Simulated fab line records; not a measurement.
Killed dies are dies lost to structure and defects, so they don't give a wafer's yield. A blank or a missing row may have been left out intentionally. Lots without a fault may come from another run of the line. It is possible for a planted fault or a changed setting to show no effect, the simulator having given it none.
Code-filled problem report in 8D (eight disciplines) form + flow rit_cmos + the parts of the form that need people (team, actions taken, sign-off) are left out

## 1. THE ISSUE
Mean of run_length_s at RIT_CONTACT_STRIP_12: 200.3 s across 9 wafers in 3 lots; on wafers with no fault it is 208.3 s (standard deviation 0.41). That puts it -20 standard deviations away from the usual mean.
The step: strips in O2, time 180 s.
Earliest sighting: wafer L108.3 on plasma_asher-01 at day 5 13:22. At this step, 45 wafers from 15 lots have a number in the record. By rule, "out" or "out of limits" means more than 4 standard deviations away from the usual mean. The other wafers with a number count as sound.

## 2. WHAT IT IS, WHAT IT ISN'T
| question                    | is                     | is not                                                                                             |
|-----------------------------|------------------------|----------------------------------------------------------------------------------------------------|
| which readings at this step | run_length_s           | drypump_motor_current_A                                                                            |
| which lots                  | L108, L111, L112       | L100, L101, L103, L105, L116, L117, L118, L119, L120, L121, L998, L999                             |
| which wafers of those lots  | all that have a number | -                                                                                                  |
| read on which tools         | plasma_asher-01        | plasma_asher-02, plasma_asher-03                                                                   |
| when                        | from day 5 13:22       | up to then (18 sound wafers); but 18 sound wafers of L116, L117, L118, L119, L120, L121 came after |

## 3. THE SUSPECTS, EACH WITH WHAT RULES IT OUT
Counting: a tool stays on the suspect list if, at a process step up to the reading, it processed all lots that are out and no sound lot following the first of them.
- plasma_asher-01 at RIT_CONTACT_STRIP_12 (strips in O2, time 180 s): ruled out as a lasting fault. The sound lots L120 went through it after L108, its earliest lot that is out (day 5 13:22).
Left after counting: nothing in the record.

## 4. THE CAUSE (what the simulator had put in)
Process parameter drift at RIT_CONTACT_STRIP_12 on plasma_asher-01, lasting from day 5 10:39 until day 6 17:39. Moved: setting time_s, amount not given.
Counting ruled it out, wrongly.

## 5. THE CHAIN OF EFFECTS, in route order
One row per reading whose mean, taken over the struck wafers that have a number, lies over 3 standard deviations from the usual. Only readings whose record carries a usual standard deviation are examined. hours: median over the lots of the time between each lot's start at the first step of this table that gives one and its start at this step. sigmas: the change, counted in usual standard deviations.
| hours | step                 | reading      | usual   | on struck wafers | change | sigmas |
|-------|----------------------|--------------|---------|------------------|--------|--------|
| 0     | RIT_CONTACT_STRIP_12 | run_length_s | 208.3 s | 200.3            | -8.0   | -20    |
Process steps it contains:
- RIT_CONTACT_STRIP_12: strips in O2, time 180 s.

## 6. WHAT WOULD HAVE CAUGHT IT SOONER
In this record the first reading out of limits was taken at day 5 13:22, 3 hours after the fault began at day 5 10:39.
